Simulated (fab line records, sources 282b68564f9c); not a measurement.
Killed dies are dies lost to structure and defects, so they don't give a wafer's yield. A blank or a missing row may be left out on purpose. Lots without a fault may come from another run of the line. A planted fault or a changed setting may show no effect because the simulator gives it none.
fab line records | flow rit_cmos
record lots=14 wafers=42 last_day=8
route steps=202 shown ACTIVE@12 PRETRO@70 NSD@136 M1@202
lots that met no fault: from a run of the same line without faults
start_h: hours from the record's first day to the start of the lot's first wafer shown | wait_h: hours since the lot's step before | " the same as in the row above | L1.1+2: a row that stands for several wafers | - no value, or no start given | * or withheld: withheld | < > ~ a bound
route shown NAME@n: a module of which the file shows steps, and the number in the route of the first | usual: mean/standard deviation of fault-free wafers | same: alike in all rows | chamber/n: place in a boat | sites: the reading at each site | _std_site: their standard deviation | _edge_site: outer sites' mean less inner sites' | radius_mm: how far each site lies from the wafer's centre | mask NAME#n: copy n | behind: the tool/chamber that last shaped the wafer | hold: why the lot was held/for how many hours/how that ended | device: the transistor (n, p or np) that didn't switch | end of line: the same wafers' tests at the end of the route | a step without rows: its recipe alone | killed: dies lost to structure and defects at the first sort, not the wafer's yield | map: a wafer's dies, x killed, . not, _ none there
set.NAME: the setting as run; set.NAME@STEP: as run at that earlier step | model.NAME: the simulator's own value behind a step, which no gauge read
steps of the route over a sample of lots; a table a step, a row a wafer
services: from which hour (start_h, from the record's first day; less than 0 if before it) a tool's chamber was out of use, for how many hours, and why
## steps
# step RIT_ACTIVE_CD_MEAS_11
# recipe target_cd_nm=1400
# usual cd_nm=1400.7/2.2
# columns lot.wafer tool chamber start_h wait_h cd_nm
L804.1 cd_sem-01 - 14.54 - 1401.1
L804.4 " - " " 1402.6
L804.5 " - " " 1400.4
L805.1 cd_sem-01 - 21.00 - 1400.9
L805.2 " - " " 1401.0
L805.4 " - " " 1400.8
L808.1 cd_sem-01 - 35.24 - 1401.4
L808.3 " - " " 1398.7
L808.6 " - " " 1400.5
L809.3 cd_sem-02 - 39.99 - 1402.3
L809.4 " - " " 1401.3
L809.5 " - " " 1401.3
L810.3 cd_sem-01 - 46.42 - 1401.9
L810.4 " - " " 1402.4
L810.6 " - " " 1401.6
L813.1 cd_sem-02 - 62.80 - 1399.8
L813.5 " - " " 1401.8
L813.6 " - " " 1402.4
L814.1 cd_sem-01 - 64.93 - 1396.5
L814.4 " - " " 1397.7
L814.6 " - " " 1400.4
L815.1 cd_sem-01 - 69.89 - 1397.8
L815.5 " - " " 1398.3
L815.6 " - " " 1395.5
L818.2 cd_sem-01 - 84.89 - 1398.5
L818.3 " - " " 1400.4
L818.4 " - " " 1400.9
L821.1 cd_sem-02 - 102.84 - 1402.1
L821.3 " - " " 1404.0
L821.5 " - " " 1401.2
L822.3 cd_sem-02 - 107.46 - 1400.3
L822.5 " - " " 1401.5
L822.6 " - " " 1401.2
L823.4 cd_sem-02 - 113.92 - 1399.3
L823.5 " - " " 1400.0
L823.6 " - " " 1400.4
L826.4 cd_sem-01 - 129.64 - 1401.3
L826.5 " - " " 1404.3
L826.6 " - " " 1404.4
L827.1 cd_sem-02 - 129.87 - 1398.8
L827.4 " - " " 1397.2
L827.6 " - " " 1395.5
# step RIT_PRETRO_OVL_MEAS_06
# usual PRETRO_OVL=-0.7/1.5
# columns lot.wafer tool chamber start_h wait_h PRETRO_OVL[nm]
L804.1 overlay-02 - 33.22 - -1.3
L804.4 " - " " -3.0
L804.5 " - " " -0.8
L805.1 overlay-01 - 38.18 - 3.2
L805.2 " - " " 1.8
L805.4 " - " " 1.4
L808.1 overlay-02 - 51.68 - -1.3
L808.3 " - " " -0.8
L808.6 " - " " -0.6
L809.3 overlay-02 - 59.32 - -1.6
L809.4 " - " " -0.8
L809.5 " - " " -1.3
L810.3 overlay-02 - 63.23 - -1.9
L810.4 " - " " -1.2
L810.6 " - " " -0.8
L813.1 overlay-02 - 81.72 - -2.1
L813.5 " - " " -3.9
L813.6 " - " " -2.6
L814.1 overlay-02 - 82.03 - -3.0
L814.4 " - " " -1.0
L814.6 " - " " -2.7
L815.1 overlay-01 - 92.54 - 1.1
L815.5 " - " " 0.2
L815.6 " - " " -0.2
L818.2 overlay-01 - 112.21 - 0.0
L818.3 " - " " -0.4
L818.4 " - " " -0.3
L821.1 overlay-01 - 125.43 - -0.3
L821.3 " - " " 0.2
L821.5 " - " " -0.1
L822.3 overlay-01 - 136.03 - -1.4
L822.5 " - " " -0.2
L822.6 " - " " -2.2
L823.4 overlay-01 - 140.58 - 1.2
L823.5 " - " " 0.8
L823.6 " - " " 0.7
L827.1 overlay-01 - 149.74 - 0.3
L827.4 " - " " 0.4
L827.6 " - " " -0.6
L826.4 overlay-01 - 151.06 - -1.9
L826.5 " - " " -2.0
L826.6 " - " " -1.5
# step RIT_PRETRO_STRIP_09
# recipe chemistry=O2 time_s=180 resist=NOVOLAK platen_temp_c=withheld power_w=500 pressure_mtorr=4000 o2_flow_sccm=4000
# usual drypump_motor_current_A=5.6/0.46
# columns lot.wafer tool chamber start_h wait_h drypump_motor_current_A rf_hours_counter_h
L804.1 plasma_asher-03 1 33.65 0.1 6.4 25
L804.4 " 0 " " 6.0 -
L804.5 " 1 " " 6.4 -
L805.1 plasma_asher-04 0 38.61 0.1 5.3 34
L805.2 " 1 " " 5.2 34
L805.4 " 0 " " 5.3 -
L808.1 plasma_asher-04 0 52.12 0.1 5.3 36
L808.3 " 1 " " 5.2 -
L808.6 " 1 " " 5.2 -
L809.3 plasma_asher-04 1 59.80 0.1 5.2 -
L809.4 " 0 " " 5.3 -
L809.5 " 0 " " 5.3 -
L810.3 plasma_asher-01 1 63.72 0.1 5.5 -
L810.4 " 0 " " 5.8 -
L810.6 " 1 " " 5.5 -
L813.1 plasma_asher-04 1 82.15 0.1 5.2 40
L813.5 " 1 " " 5.2 -
L813.6 " 0 " " 5.3 -
L814.1 plasma_asher-04 1 82.47 0.1 5.2 41
L814.4 " 1 " " 5.2 -
L814.6 " 1 " " 5.1 -
L815.1 plasma_asher-04 1 92.98 0.1 5.2 41
L815.5 " 0 " " 5.3 -
L815.6 " 1 " " 5.2 -
L818.2 plasma_asher-03 1 112.64 0.1 6.4 28
L818.3 " 1 " " 6.4 -
L818.4 " 0 " " 6.0 -
L821.1 plasma_asher-03 1 125.87 0.1 6.4 29
L821.3 " 0 " " 6.0 -
L821.5 " 0 " " 6.0 -
L822.3 plasma_asher-01 1 136.51 0.1 5.5 -
L822.5 " 0 " " 5.8 -
L822.6 " 1 " " 5.5 -
L823.4 plasma_asher-04 1 141.46 0.1 5.2 -
L823.5 " 0 " " 5.3 -
L823.6 " 1 " " 5.1 -
L827.1 plasma_asher-01 1 150.18 0.1 5.5 4
L827.4 " 1 " " 5.5 -
L827.6 " 1 " " 5.5 -
L826.4 plasma_asher-03 1 151.65 0.1 6.4 -
L826.5 " 0 " " 6.1 -
L826.6 " 1 " " 6.4 -
# step RIT_NSD_DEVELOP_05
# recipe resist=NOVOLAK develop_time_s=50 dev_temp_c=23
# usual developer_temp_C=23.00/0.11
# columns lot.wafer tool chamber start_h wait_h developer_temp_C
L804.1 litho_track-02 0 49 - 22.95
L804.4 " 0 " " 22.86
L804.5 " 0 " " 23.00
L805.1 litho_track-03 0 56 - 22.78
L805.2 " 0 " " 22.77
L805.4 " 0 " " 22.82
L808.1 litho_track-03 0 69 - 22.96
L808.3 " 0 " " 23.12
L808.6 " 0 " " 22.97
L809.3 litho_track-04 0 76 - 23.14
L809.4 " 0 " " 23.21
L809.5 " 0 " " 23.09
L810.3 litho_track-03 0 80 - 22.98
L810.4 " 0 " " 23.06
L810.6 " 0 " " 23.12
L813.1 litho_track-02 0 100 - 22.93
L813.5 " 0 " " 22.97
L813.6 " 0 " " 23.07
L814.1 litho_track-03 0 101 - 22.96
L814.4 " 0 " " 22.97
L814.6 " 0 " " 23.02
L815.1 litho_track-03 0 116 - 21.93
L815.5 " 0 " " 21.90
L815.6 " 0 " " 21.97
L818.2 litho_track-04 0 138 - 23.05
L818.3 " 0 " " 22.96
L818.4 " 0 " " 23.09
L821.1 litho_track-03 0 144 - 21.97
L821.3 " 0 " " 22.12
L821.5 " 0 " " 22.04
L822.3 litho_track-04 0 154 - 22.86
L822.5 " 0 " " 23.07
L822.6 " 0 " " 23.00
L823.4 litho_track-04 0 161 - 23.03
L823.5 " 0 " " 22.89
L823.6 " 0 " " 23.01
L827.1 litho_track-02 0 167 - 22.88
L827.4 " 0 " " 22.89
L827.6 " 0 " " 22.82
L826.4 litho_track-04 0 169 - 23.05
L826.5 " 0 " " 23.16
L826.6 " 0 " " 23.06
# step RIT_M1_PROBE_99
# usual killed_at_M0_to_M3=0.0/0.12 killed_at_contacts=0.1/0.23 killed_at_front_end=6.6/2.9 killed_dies=6.7/3 killed_open=3.5/2.1 killed_short=3.2/1.8
# same gross_dies=264 killed_at_M4_up=0 killed_at_back_side=0 killed_at_other=0
# columns lot.wafer tool chamber start_h wait_h killed_at_M0_to_M3 killed_at_contacts killed_at_front_end killed_dies killed_open killed_short
L813.1 prober-01 - 111.01 0.1 0 0 11 11 6 5
L813.5 prober-01 - 111.21 0.2 0 0 2 2 2 0
L813.6 prober-01 - 111.26 0.2 0 0 6 6 3 3
# killed by level:class
L813.1 FOX1:geometric_particle:open=3 FOX1:geometric_particle:short=2 GATE:geometric_particle:short=2 GATE:geometric_particle:open=1 REOX:geometric_particle:open=1 SPACER:geometric_particle:open=1 SILICIDE:geometric_particle:short=1
L813.5 REOX:geometric_particle:open=2
L813.6 FOX1:geometric_particle:short=2 REOX:geometric_particle:open=2 GATE:geometric_particle:short=1 SPACER:geometric_particle:open=1
## services
# columns tool chamber start_h hours kind
plasma_asher-03 - 42.53 45.4 repair
plasma_asher-01 - 108.75 9.0 pm
plasma_asher-01 0 108.75 9.0 vent_cycle
plasma_asher-01 1 108.75 9.0 vent_cycle
plasma_asher-01 0 117.75 - clean
plasma_asher-01 1 117.75 - clean
## key
first_sign step=RIT_NSD_DEVELOP_05 reading=developer_temp_C direction=down sigmas=9.4 usual=* struck=*
effect none on later readings
met_at RIT_NSD_DEVELOP_05
struck_lots L815,L821
tester_left_out L815,L821
not_acting_at RIT_ACTIVE_CD_MEAS_11,RIT_PRETRO_OVL_MEAS_06,RIT_PRETRO_STRIP_09
onset_between 101 116
fault kind=process_parameter_drift tool=litho_track-03 chamber=- onset_h=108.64 steps=RIT_NSD_DEVELOP_05 channel=dev_temp_c offset=* shape=step end_h=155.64 acts_in=* stated=*
# tester_left_out: of these lots the tester's yield and bins aren't shown, on N5 and GAA mostly nor the transistor test; their killed dies are dies lost to structure and defects alone, not to doping, threshold or leakage, so they don't give the yield
